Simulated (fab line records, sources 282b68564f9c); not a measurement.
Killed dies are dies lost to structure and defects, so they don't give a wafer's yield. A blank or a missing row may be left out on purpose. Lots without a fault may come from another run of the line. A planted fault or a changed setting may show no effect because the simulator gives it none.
fab line records | flow rit_cmos | part 1 of 2: steps 1 to 26 of 35
record lots=5 wafers=15 last_day=7
route steps=202 shown GATE@82 REOX@98 NLDD@103 PLDD@114
lots that met no fault: from a run of the same line without faults
start_h: hours from the record's first day to the start of the lot's first wafer shown | wait_h: hours since the lot's step before | " the same as in the row above | L1.1+2: a row that stands for several wafers | - no value, or no start given | * or withheld: withheld | < > ~ a bound
route shown NAME@n: a module of which the file shows steps, and the number in the route of the first | usual: mean/standard deviation of fault-free wafers | same: alike in all rows | chamber/n: place in a boat | sites: the reading at each site | _std_site: their standard deviation | _edge_site: outer sites' mean less inner sites' | radius_mm: how far each site lies from the wafer's centre | mask NAME#n: copy n | behind: the tool/chamber that last shaped the wafer | hold: why the lot was held/for how many hours/how that ended | device: the transistor (n, p or np) that didn't switch | end of line: the same wafers' tests at the end of the route | a step without rows: its recipe alone | killed: dies lost to structure and defects at the first sort, not the wafer's yield | map: a wafer's dies, x killed, . not, _ none there
set.NAME: the setting as run; set.NAME@STEP: as run at that earlier step | model.NAME: the simulator's own value behind a step, which no gauge read
lots at some steps of the route; a table a step, a row a wafer
services: from which hour (start_h, from the record's first day; less than 0 if before it) a tool's chamber was out of use, for how many hours, and why
## steps
# step RIT_GATE_ANNEAL_06
# recipe temp_c=900 time_s=600 ambient=N2O
# columns lot.wafer tool chamber start_h wait_h
L078.2+4+6 furnace-01 0 55.86 0.0
L084.1+2+3 furnace-01 0 84.84 0.0
L087.1+4+6 furnace-01 0 104.71 1.9
L091.2+5+6 furnace-03 0 125.13 0.6
L095.2+3+4 furnace-03 0 142.15 2.0
# step RIT_GATE_THK_MEAS_07
# recipe reads=SiO2_of_GATE_OXIDATION_05
# usual GATE_OXIDE_THK=3.05/0.061
# columns lot.wafer tool chamber start_h wait_h GATE_OXIDE_THK[nm]
L078.2 film_metro-04 - 56.12 0.0 3.04
L078.4 " - " " 3.09
L078.6 " - " " 3.06
L084.1 film_metro-04 - 85.09 0.0 3.02
L084.2 " - " " 3.03
L084.3 " - " " 3.05
L087.1 film_metro-01 - 104.96 0.0 3.09
L087.4 " - " " 3.19
L087.6 " - " " 3.14
L091.2 film_metro-01 - 125.39 0.0 3.06
L091.5 " - " " 3.08
L091.6 " - " " 3.05
L095.2 film_metro-03 - 142.41 0.0 3.05
L095.3 " - " " 3.03
L095.4 " - " " 3.07
# step RIT_GATE_CVD_08
# recipe material=poly-Si target_thk_nm=250 temp_c=610 precursor=SiH4 time_s=2220 pressure_mtorr=300 sih4_flow_sccm=100
# columns lot.wafer tool chamber start_h wait_h
L078.2+4+6 lpcvd-02 0 56.17 0.0
L084.1+2+3 lpcvd-02 1 85.15 0.1
L087.1+4+6 lpcvd-01 1 105.56 0.6
L091.2+5+6 lpcvd-02 0 125.44 0.0
L095.2+3+4 lpcvd-02 0 143.05 0.6
# step RIT_GATE_THK_MEAS_09
# recipe reads=poly-Si_of_GATE_CVD_08
# usual GATE_POLY_THK=250.8/2.8
# columns lot.wafer tool chamber start_h wait_h GATE_POLY_THK[nm]
L078.2 film_metro-01 - 57.80 0.0 251.8
L078.4 " - " " 250.5
L078.6 " - " " 249.9
L084.1 film_metro-04 - 86.77 0.0 252.8
L084.2 " - " " 250.3
L084.3 " - " " 252.2
L087.1 film_metro-01 - 107.18 0.0 249.6
L087.4 " - " " 247.0
L087.6 " - " " 247.8
L091.2 film_metro-04 - 127.07 0.0 251.8
L091.5 " - " " 248.7
L091.6 " - " " 249.1
L095.2 film_metro-01 - 144.68 0.0 249.4
L095.3 " - " " 249.1
L095.4 " - " " 247.5
# step RIT_GATE_HMDS_10
# recipe prime_time_s=60 prime_temp_c=140
# usual chill_plate_temp_C=23.00/0.094 exhaust_pa=45.0/0.9
# same prime_time_s=60
# columns lot.wafer tool chamber start_h wait_h chill_plate_temp_C exhaust_pa
L078.2 litho_track-03 0 57.87 0.1 22.98 44.6
L078.4 " 0 " " 22.96 45.3
L078.6 " 0 " " 22.98 44.3
L084.1 litho_track-04 0 86.83 0.1 22.88 44.3
L084.2 " 0 " " 22.92 43.6
L084.3 " 0 " " 23.04 43.1
L087.1 litho_track-04 0 107.24 0.1 22.81 47.0
L087.4 " 0 " " 22.95 44.6
L087.6 " 0 " " 22.90 46.0
L091.2 litho_track-03 0 127.14 0.1 22.92 45.9
L091.5 " 0 " " 23.16 44.6
L091.6 " 0 " " 23.05 45.3
L095.2 litho_track-03 0 144.75 0.1 22.99 44.9
L095.3 " 0 " " 22.91 45.1
L095.4 " 0 " " 22.95 45.6
# step RIT_GATE_COAT_11
# recipe resist=NOVOLAK spin_rpm=4250 resist_thk_nm=850
# usual chill_plate_temp_C=23.01/0.1 exhaust_pa=44.8/0.94 spin_speed_rpm=4250.4/2.5
# columns lot.wafer tool chamber start_h wait_h chill_plate_temp_C exhaust_pa spin_speed_rpm
L078.2 litho_track-03 0 58.02 0.1 23.17 43.4 4251.5
L078.4 " 0 " " 23.07 44.3 4255.4
L078.6 " 0 " " 22.89 45.2 4251.6
L084.1 litho_track-04 0 86.98 0.1 23.05 46.5 4247.0
L084.2 " 0 " " 23.05 44.1 4252.3
L084.3 " 0 " " 22.90 46.0 4248.6
L087.1 litho_track-04 0 107.39 0.1 22.98 46.6 4252.0
L087.4 " 0 " " 22.89 47.1 4252.3
L087.6 " 0 " " 22.90 46.5 4250.7
L091.2 litho_track-03 0 127.29 0.1 22.91 44.9 4247.7
L091.5 " 0 " " 23.02 44.4 4247.7
L091.6 " 0 " " 22.88 44.3 4251.4
L095.2 litho_track-03 0 144.90 0.1 22.99 45.2 4246.8
L095.3 " 0 " " 22.87 45.5 4248.8
L095.4 " 0 " " 22.98 43.8 4252.0
# step RIT_GATE_SOFTBAKE_12
# recipe resist=NOVOLAK temp_c=90 time_s=60
# usual chill_plate_temp_C=23.02/0.11 exhaust_pa=45.1/0.99
# columns lot.wafer tool chamber start_h wait_h chill_plate_temp_C exhaust_pa
L078.2 litho_track-03 0 58.17 0.1 22.86 44.5
L078.4 " 0 " " 22.96 45.9
L078.6 " 0 " " 23.01 44.7
L084.1 litho_track-04 0 87.13 0.1 22.96 44.4
L084.2 " 0 " " 23.02 45.1
L084.3 " 0 " " 22.89 44.3
L087.1 litho_track-04 0 107.54 0.1 22.89 47.1
L087.4 " 0 " " 22.93 46.2
L087.6 " 0 " " 22.95 45.9
L091.2 litho_track-03 0 127.44 0.1 22.70 45.4
L091.5 " 0 " " 22.89 46.1
L091.6 " 0 " " 22.92 44.8
L095.2 litho_track-03 0 145.05 0.1 23.05 44.5
L095.3 " 0 " " 23.19 45.8
L095.4 " 0 " " 23.01 43.8
# step RIT_GATE_EXPOSE_13
# recipe mask_id=M6 na=0.6 source_shape=conventional sigma_outer=0.6 target_cd_nm=150 dose_mj=380
# usual stage_vel_mm_s=499.97/0.25
# columns lot.wafer tool chamber start_h wait_h mask stage_vel_mm_s
L078.2 iline_stepper-01 0 58.44 0.2 M6#0 499.72
L078.4 " 0 " " M6#0 500.21
L078.6 " 0 " " M6#0 499.94
L084.1 iline_stepper-02 0 87.40 0.2 M6#0 500.49
L084.2 " 0 " " M6#0 500.17
L084.3 " 0 " " M6#0 499.94
L087.1 iline_stepper-02 0 107.69 0.1 M6#0 500.02
L087.4 " 0 " " M6#0 499.87
L087.6 " 0 " " M6#0 500.32
L091.2 iline_stepper-01 0 127.59 0.1 M6#0 499.73
L091.5 " 0 " " M6#0 499.84
L091.6 " 0 " " M6#0 499.87
L095.2 iline_stepper-01 0 145.20 0.1 M6#0 499.82
L095.3 " 0 " " M6#0 499.83
L095.4 " 0 " " M6#0 499.89
# step RIT_GATE_PEB_14
# recipe resist=NOVOLAK temp_c=withheld time_s=withheld
# usual chill_plate_temp_C=* exhaust_pa=45.0/0.86
# columns lot.wafer tool chamber start_h wait_h chill_plate_temp_C exhaust_pa
L078.2 litho_track-01 0 58.56 0.1 * 44.9
L078.4 " 0 " " * 46.5
L078.6 " 0 " " * 45.1
L084.1 litho_track-04 0 87.52 0.1 * 44.7
L084.2 " 0 " " * 44.5
L084.3 " 0 " " * 44.1
L087.1 litho_track-03 0 107.81 0.1 * 45.2
L087.4 " 0 " " * 44.1
L087.6 " 0 " " * 45.5
L091.2 litho_track-04 0 127.87 0.3 * 44.3
L091.5 " 0 " " * 45.9
L091.6 " 0 " " * 45.3
L095.2 litho_track-01 0 145.41 0.2 * 44.9
L095.3 " 0 " " * 45.2
L095.4 " 0 " " * 44.6
# step RIT_GATE_DEVELOP_15
# recipe resist=NOVOLAK develop_time_s=50 dev_temp_c=23
# usual chill_plate_temp_C=23.00/0.11 exhaust_pa=44.9/0.81
# columns lot.wafer tool chamber start_h wait_h chill_plate_temp_C exhaust_pa
L078.2 litho_track-01 0 - - 23.00 45.3
L078.4 " 0 " " 23.17 45.2
L078.6 " 0 " " 22.92 45.2
L084.1 litho_track-04 0 - - 23.07 45.2
L084.2 " 0 " " 23.17 45.8
L084.3 " 0 " " 23.04 45.3
L087.1 litho_track-03 0 - - 22.83 45.0
L087.4 " 0 " " 22.76 46.1
L087.6 " 0 " " 22.79 45.1
L091.2 litho_track-04 0 - - 22.90 43.3
L091.5 " 0 " " 23.17 44.5
L091.6 " 0 " " 22.88 43.6
L095.2 litho_track-01 0 - - 22.93 44.6
L095.3 " 0 " " 22.95 46.1
L095.4 " 0 " " 22.95 46.0
# step RIT_GATE_CD_MEAS_16
# recipe target_cd_nm=150
# usual cd_nm=150.8/2.3
# columns lot.wafer tool chamber start_h wait_h cd_nm
L078.2 cd_sem-01 - 58.84 - 151.6
L078.4 " - " " 154.2
L078.6 " - " " 153.2
L084.1 cd_sem-01 - 87.80 - 153.1
L084.2 " - " " 152.4
L084.3 " - " " 153.6
L087.1 cd_sem-01 - 108.09 - 149.0
L087.4 " - " " 146.0
L087.6 " - " " 150.2
L091.2 cd_sem-02 - 128.15 - 153.6
L091.5 " - " " 155.2
L091.6 " - " " 151.7
L095.2 cd_sem-02 - 145.69 - 149.2
L095.3 " - " " 151.8
L095.4 " - " " 150.2
# step RIT_GATE_OVL_MEAS_17
# usual GATE_OVL=0.5/1.5
# columns lot.wafer tool chamber start_h wait_h GATE_OVL[nm]
L078.2 overlay-01 - 58.95 0.1 -2.9
L078.4 " - " " -1.4
L078.6 " - " " -1.0
L084.1 overlay-01 - 87.92 0.1 0.6
L084.2 " - " " 0.3
L084.3 " - " " 0.4
L087.1 overlay-02 - 108.21 0.1 -2.8
L087.4 " - " " -1.3
L087.6 " - " " -1.6
L091.2 overlay-01 - 128.25 0.1 2.1
L091.5 " - " " 2.1
L091.6 " - " " 1.0
L095.2 overlay-02 - 145.79 0.1 0.9
L095.3 " - " " -0.8
L095.4 " - " " 0.6
# step RIT_GATE_HARDBAKE_18
# recipe resist=NOVOLAK temp_c=140 time_s=60
# usual chill_plate_temp_C=23.01/0.096 exhaust_pa=44.8/0.89
# columns lot.wafer tool chamber start_h wait_h chill_plate_temp_C exhaust_pa
L078.2 litho_track-04 0 59.00 0.0 22.98 44.9
L078.4 " 0 " " 22.99 43.9
L078.6 " 0 " " 22.94 43.6
L084.1 litho_track-04 0 87.96 0.0 22.98 45.3
L084.2 " 0 " " 22.93 44.5
L084.3 " 0 " " 23.06 45.3
L087.1 litho_track-04 0 108.25 0.0 22.84 44.0
L087.4 " 0 " " 22.84 46.2
L087.6 " 0 " " 22.90 43.8
L091.2 litho_track-01 0 128.31 0.0 23.06 45.1
L091.5 " 0 " " 22.92 44.4
L091.6 " 0 " " 23.11 45.5
L095.2 litho_track-01 0 145.85 0.0 23.12 43.4
L095.3 " 0 " " 23.23 44.3
L095.4 " 0 " " 23.02 44.4
# step RIT_GATE_ETCH_19
# recipe chemistry=SF6/CHF3/O2 time_s=165 SF6_flow_sccm=30 CHF3_flow_sccm=30 O2_flow_sccm=5 target=poly-Si pressure_mtorr=40 rf_w=160 target_depth_a=3125 over_etch_frac=0.25 stop_on=SiO2
# usual drypump_motor_current_A=5.5/0.44 oes_product_au=0.847/0.014 throttle_valve_pct=10.15/0.14
# columns lot.wafer tool chamber start_h wait_h drypump_motor_current_A oes_product_au rf_hours_counter_h throttle_valve_pct
L078.2 rie_si-02 3 59.13 0.1 5.1 0.872 58 10.18
L078.4 " 2 " " 5.9 0.849 2 10.08
L078.6 " 1 " " 5.5 0.836 - 10.24
L084.1 rie_si-02 1 88.11 0.1 5.5 0.846 66 10.23
L084.2 " 3 " " 5.2 0.855 59 10.16
L084.3 " 0 " " 5.9 0.840 91 10.09
L087.1 rie_si-01 0 108.40 0.1 5.2 0.843 36 10.03
L087.4 " 0 " " 5.2 0.822 - 10.05
L087.6 " 1 " " 4.8 0.844 - 10.42
L091.2 rie_si-01 3 128.43 0.1 5.4 0.849 0 9.96
L091.5 " 2 " " 6.2 0.841 - 10.17
L091.6 " 1 " " 4.8 0.843 - 10.43
L095.2 rie_si-01 1 145.97 0.1 4.8 0.856 126 10.43
L095.3 " 3 " " 5.4 0.834 0 9.97
L095.4 " 2 " " 6.2 0.833 136 10.17
# step RIT_GATE_STRIP_20
# recipe chemistry=O2 time_s=180 resist=NOVOLAK platen_temp_c=withheld power_w=500 pressure_mtorr=4000 o2_flow_sccm=4000
# usual drypump_motor_current_A=5.7/0.52
# columns lot.wafer tool chamber start_h wait_h drypump_motor_current_A rf_hours_counter_h
L078.2 plasma_asher-04 0 59.23 0.1 6.0 43
L078.4 " 1 " " 5.2 -
L078.6 " 0 " " 6.0 -
L084.1 plasma_asher-03 1 88.22 0.1 5.1 29
L084.2 " 0 " " 6.1 29
L084.3 " 1 " " 5.1 -
L087.1 plasma_asher-01 1 108.50 0.1 6.1 46
L087.4 " 0 " " 6.6 -
L087.6 " 1 " " 6.0 -
L091.2 plasma_asher-04 1 128.54 0.1 5.2 50
L091.5 " 1 " " 5.2 -
L091.6 " 0 " " 6.0 -
L095.2 plasma_asher-04 1 146.08 0.1 5.2 52
L095.3 " 1 " " 5.2 -
L095.4 " 0 " " 5.9 -
# step RIT_GATE_CD_MEAS_90
# recipe target_cd_nm=150
# usual cd_nm=150.9/2.3
# columns lot.wafer tool chamber start_h wait_h cd_nm
L078.2 cd_sem-01 - 59.43 0.1 151.1
L078.4 " - " " 153.7
L078.6 " - " " 153.3
L084.1 cd_sem-01 - 88.39 0.1 153.1
L084.2 " - " " 152.1
L084.3 " - " " 153.4
L087.1 cd_sem-01 - 108.68 0.1 148.6
L087.4 " - " " 146.3
L087.6 " - " " 150.3
L091.2 cd_sem-02 - 128.74 0.1 153.1
L091.5 " - " " 155.4
L091.6 " - " " 151.7
L095.2 cd_sem-01 - 146.28 0.1 149.1
L095.3 " - " " 151.8
L095.4 " - " " 150.2
# step RIT_REOX_CLEAN_00
# recipe chemistry=SC1 mix=3:3:50 time_s=600 temp_c=74.6
# columns lot.wafer tool chamber start_h wait_h
L078.2+4+6 wet_bench-04 3 59.53 0.1
L084.1+2+3 wet_bench-01 2 88.51 0.1
L087.1+4+6 wet_bench-02 3 108.80 0.1
L091.2+5+6 wet_bench-01 3 128.84 0.1
L095.2+3+4 wet_bench-04 1 146.38 0.1
# step RIT_REOX_CLEAN_01
# recipe chemistry=dHF dilution=50:1 time_s=30
# columns lot.wafer tool chamber start_h wait_h
L078.2+4+6 wet_bench-01 3 59.72 0.0
L084.1+2+3 wet_bench-02 3 88.69 0.0
L087.1+4+6 wet_bench-01 0 108.99 0.0
L091.2+5+6 wet_bench-04 3 129.01 0.0
L095.2+3+4 wet_bench-02 0 146.55 0.0
# step RIT_REOX_CLEAN_02
# recipe chemistry=SC2 mix=3:3:50 time_s=600 temp_c=75 dry=n2_spin
# columns lot.wafer tool chamber start_h wait_h
L078.2+4+6 wet_bench-02 2 59.74 0.0
L084.1+2+3 wet_bench-04 3 88.71 0.0
L087.1+4+6 wet_bench-02 2 109.01 0.0
L091.2+5+6 wet_bench-01 1 129.03 0.0
L095.2+3+4 wet_bench-04 1 146.57 0.0
# step RIT_REOX_OXIDATION_03
# recipe temp_c=900 ambient=O2 target_thk_a=252 ox_time_s=5580
# columns lot.wafer tool chamber start_h wait_h
L078.2+4+6 furnace-01 0 60.20 0.3
L084.1+2+3 furnace-01 0 88.90 0.0
L087.1+4+6 furnace-04 0 109.20 0.0
L091.2+5+6 furnace-04 0 129.64 0.4
L095.2+3+4 furnace-01 0 148.13 1.4
# step RIT_REOX_THK_MEAS_04
# recipe reads=SiO2_of_REOX_OXIDATION_03
# usual REOX_OXIDE_THK=25.4/0.47
# columns lot.wafer tool chamber start_h wait_h REOX_OXIDE_THK[nm]
L078.2 film_metro-01 - 62.76 0.0 25.7
L078.4 " - " " 25.7
L078.6 " - " " 25.7
L084.1 film_metro-02 - 91.45 0.0 25.2
L084.2 " - " " 25.1
L084.3 " - " " 24.8
L087.1 film_metro-02 - 111.75 0.0 25.7
L087.4 " - " " 25.8
L087.6 " - " " 25.5
L091.2 film_metro-04 - 132.20 0.0 26.6
L091.5 " - " " 25.8
L091.6 " - " " 26.4
L095.2 film_metro-01 - 150.69 0.0 25.1
L095.3 " - " " 24.8
L095.4 " - " " 25.1
# step RIT_NLDD_HMDS_00
# recipe prime_time_s=60 prime_temp_c=140
# usual chill_plate_temp_C=23.00/0.1 exhaust_pa=45.0/0.97
# same prime_time_s=60
# columns lot.wafer tool chamber start_h wait_h chill_plate_temp_C exhaust_pa
L078.2 litho_track-03 0 62.85 0.1 22.79 44.1
L078.4 " 0 " " 22.94 44.6
L078.6 " 0 " " 23.03 45.7
L084.1 litho_track-02 0 91.51 0.1 23.04 45.2
L084.2 " 0 " " 23.06 44.7
L084.3 " 0 " " 23.04 45.3
L087.1 litho_track-02 0 111.81 0.1 23.04 45.4
L087.4 " 0 " " 22.92 44.0
L087.6 " 0 " " 23.15 44.1
L091.2 litho_track-02 0 132.27 0.1 23.12 44.7
L091.5 " 0 " " 23.12 45.0
L091.6 " 0 " " 23.11 45.1
L095.2 litho_track-03 0 150.84 0.1 22.95 45.6
L095.3 " 0 " " 22.92 43.9
L095.4 " 0 " " 23.05 44.6
# step RIT_NLDD_COAT_01
# recipe resist=NOVOLAK spin_rpm=3250 resist_thk_nm=1000
# usual chill_plate_temp_C=23.00/0.11 exhaust_pa=45.1/1 spin_speed_rpm=3250.2/2
# columns lot.wafer tool chamber start_h wait_h chill_plate_temp_C exhaust_pa spin_speed_rpm
L078.2 litho_track-03 0 63.00 0.1 23.07 43.7 3251.4
L078.4 " 0 " " 23.06 43.7 3253.4
L078.6 " 0 " " 23.00 44.9 3250.4
L084.1 litho_track-02 0 91.66 0.1 23.07 43.6 3248.6
L084.2 " 0 " " 22.97 44.6 3248.2
L084.3 " 0 " " 22.99 44.5 3252.6
L087.1 litho_track-02 0 111.96 0.1 22.86 44.9 3248.8
L087.4 " 0 " " 23.01 45.3 3249.8
L087.6 " 0 " " 23.09 45.4 3250.5
L091.2 litho_track-02 0 132.42 0.1 23.07 46.6 3251.6
L091.5 " 0 " " 22.99 45.1 3251.8
L091.6 " 0 " " 22.99 45.5 3246.7
L095.2 litho_track-03 0 150.99 0.1 22.93 44.1 3250.8
L095.3 " 0 " " 23.01 44.4 3250.3
L095.4 " 0 " " 22.93 43.6 3252.1
# step RIT_NLDD_SOFTBAKE_02
# recipe resist=NOVOLAK temp_c=90 time_s=60
# usual chill_plate_temp_C=22.98/0.1 exhaust_pa=45.0/0.89
# columns lot.wafer tool chamber start_h wait_h chill_plate_temp_C exhaust_pa
L078.2 litho_track-03 0 63.15 0.1 22.96 45.5
L078.4 " 0 " " 22.95 43.4
L078.6 " 0 " " 23.01 45.9
L084.1 litho_track-02 0 91.81 0.1 23.04 44.3
L084.2 " 0 " " 23.23 44.9
L084.3 " 0 " " 23.02 45.3
L087.1 litho_track-02 0 112.11 0.1 23.03 46.3
L087.4 " 0 " " 23.06 44.7
L087.6 " 0 " " 23.13 45.1
L091.2 litho_track-02 0 132.57 0.1 23.02 45.3
L091.5 " 0 " " 22.97 45.0
L091.6 " 0 " " 22.91 45.1
L095.2 litho_track-03 0 151.14 0.1 22.99 46.1
L095.3 " 0 " " 23.07 44.3
L095.4 " 0 " " 22.88 45.1
# step RIT_NLDD_EXPOSE_03
# recipe mask_id=M7 na=0.57 target_cd_nm=40700 dose_mj=250
# usual stage_vel_mm_s=499.98/0.25
# columns lot.wafer tool chamber start_h wait_h mask stage_vel_mm_s
L078.2 iline_stepper-02 0 63.42 0.2 M7#0 500.04
L078.4 " 0 " " M7#0 500.15
L078.6 " 0 " " M7#0 500.73
L084.1 iline_stepper-02 0 92.08 0.2 M7#0 500.16
L084.2 " 0 " " M7#0 499.95
L084.3 " 0 " " M7#0 500.12
L087.1 iline_stepper-02 0 112.26 0.1 M7#0 499.78
L087.4 " 0 " " M7#0 499.90
L087.6 " 0 " " M7#0 499.86
L091.2 iline_stepper-02 0 132.84 0.2 M7#0 500.16
L091.5 " 0 " " M7#0 500.04
L091.6 " 0 " " M7#0 500.27
L095.2 iline_stepper-02 0 151.41 0.2 M7#0 499.87
L095.3 " 0 " " M7#0 500.00
L095.4 " 0 " " M7#0 500.25
# step RIT_NLDD_PEB_04
# recipe resist=NOVOLAK temp_c=withheld time_s=withheld
# usual chill_plate_temp_C=* exhaust_pa=45.1/0.82
# columns lot.wafer tool chamber start_h wait_h chill_plate_temp_C exhaust_pa
L078.2 litho_track-03 0 63.54 0.1 * 46.2
L078.4 " 0 " " * 46.2
L078.6 " 0 " " * 46.2
L084.1 litho_track-02 0 92.20 0.1 * 45.5
L084.2 " 0 " " * 44.2
L084.3 " 0 " " * 45.4
L087.1 litho_track-04 0 112.38 0.1 * 45.9
L087.4 " 0 " " * 45.4
L087.6 " 0 " " * 44.6
L091.2 litho_track-03 0 132.96 0.1 * 46.0
L091.5 " 0 " " * 46.5
L091.6 " 0 " " * 45.3
L095.2 litho_track-04 0 151.53 0.1 * 45.0
L095.3 " 0 " " * 44.9
L095.4 " 0 " " * 44.5
